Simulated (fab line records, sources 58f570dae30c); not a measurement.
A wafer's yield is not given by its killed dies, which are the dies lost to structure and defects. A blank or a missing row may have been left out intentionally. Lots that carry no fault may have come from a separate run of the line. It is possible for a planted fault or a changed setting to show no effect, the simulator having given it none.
A single fault, viewed from 2 desks :: flow berkeley-cmos170 :: numbers are kept per desk, each desk with only its own; the story behind them comes last

## FOR THE TOOL OWNER'S DESK: pvd-sputter-01
The tool's own readings at UCB170_M3_SPUTTER_01 (material Al, target thk 900 nm, time 120 s): means of the sampled wafers that have a number, for each lot that ran on this tool. A lot is out of limits, marked OUT, if its mean lies more than 4 standard deviations from the usual mean; the brackets give that distance.
Columns: A = throttle-valve-pct at UCB170_M3_SPUTTER_01, usual 29.9 %
lot: L835
first seen here: day 8 04:14
A: 29.9

lot: L838
first seen here: day 8 20:46
A: 29.6

lot: L843
first seen here: day 10 15:23
A: 31.2
This desk's verdict: no lot among the 3 shows anything out of limits.

## FROM THE METROLOGY DESK
Lot by lot, what the gauges showed, no matter which tool ran the lot: averages of those sampled wafers that carry a number. A lot is out of limits, marked OUT, if its mean lies more than 4 standard deviations from the usual mean; the brackets give that distance.
Columns: A = V1_POLISHED_THK at UCB170_V1_THK_MEAS_04, usual 999.7 nm; B = M3_AL_RS at UCB170_M3_RS_MEAS_02, usual 0.0321 ohm/sq; C = M3_AL_THK at UCB170_M3_THK_MEAS_03, usual 902 nm
lot: L833
first seen here: day 7 13:31
A: 999.5
B: 0.0321
C: 896

lot: L835
first seen here: day 7 19:39
A: 1001.2
B: 0.0320
C: 903

lot: L834
first seen here: day 7 19:42
A: 1000.9
B: 0.0322
C: 907

lot: L837
first seen here: day 7 23:49
A: 999.4
B: 0.0320
C: 904

lot: L838
first seen here: day 8 13:43
A: 999.7
B: 0.0318
C: 904

lot: L840
first seen here: day 9 02:16
A: 1001.2
B: 0.0320
C: 900

lot: L843
first seen here: day 10 08:10
A: 999.8
B: 0.0223 (-34) OUT
C: 1395 (+51) OUT

lot: L849
first seen here: day 11 06:07
A: 999.5
B: 0.0322
C: 900

lot: L850
first seen here: day 11 11:56
A: 1000.4
B: 0.0321
C: 904

lot: L851
first seen here: day 11 12:10
A: 999.4
B: 0.0326
C: 888

lot: L853
first seen here: day 12 01:14
A: 999.2
B: 0.0319
C: 910

lot: L854
first seen here: day 12 01:16
A: 999.0
B: 0.0324
C: 905

lot: L855
first seen here: day 12 01:33
A: 999.8
B: 0.0324
C: 886
This desk's finding: out of limits on L843; first on L843, day 10 15:29 (M3_AL_RS at UCB170_M3_RS_MEAS_02). Within limits: L833, L835, L834, L837, L838, L840, L849, L850, L851, L853, L854, L855.

## BROUGHT TOGETHER
Metrology desk: alarm possible at day 10 15:29 on L843.
The desk of the tool owner found nothing out of limits.
The tool owner's desk has L843 on record, within its limits.
All the named lots went through UCB170_M3_SPUTTER_01 on pvd-sputter-01.

## WHAT HAD BEEN PUT IN BY THE SIMULATOR
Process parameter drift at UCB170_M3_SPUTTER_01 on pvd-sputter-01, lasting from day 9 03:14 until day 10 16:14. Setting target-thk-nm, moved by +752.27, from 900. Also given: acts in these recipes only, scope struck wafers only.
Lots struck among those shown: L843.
Delay in hours, fault start to first out-of-limits reading, per desk: metrology desk 36.
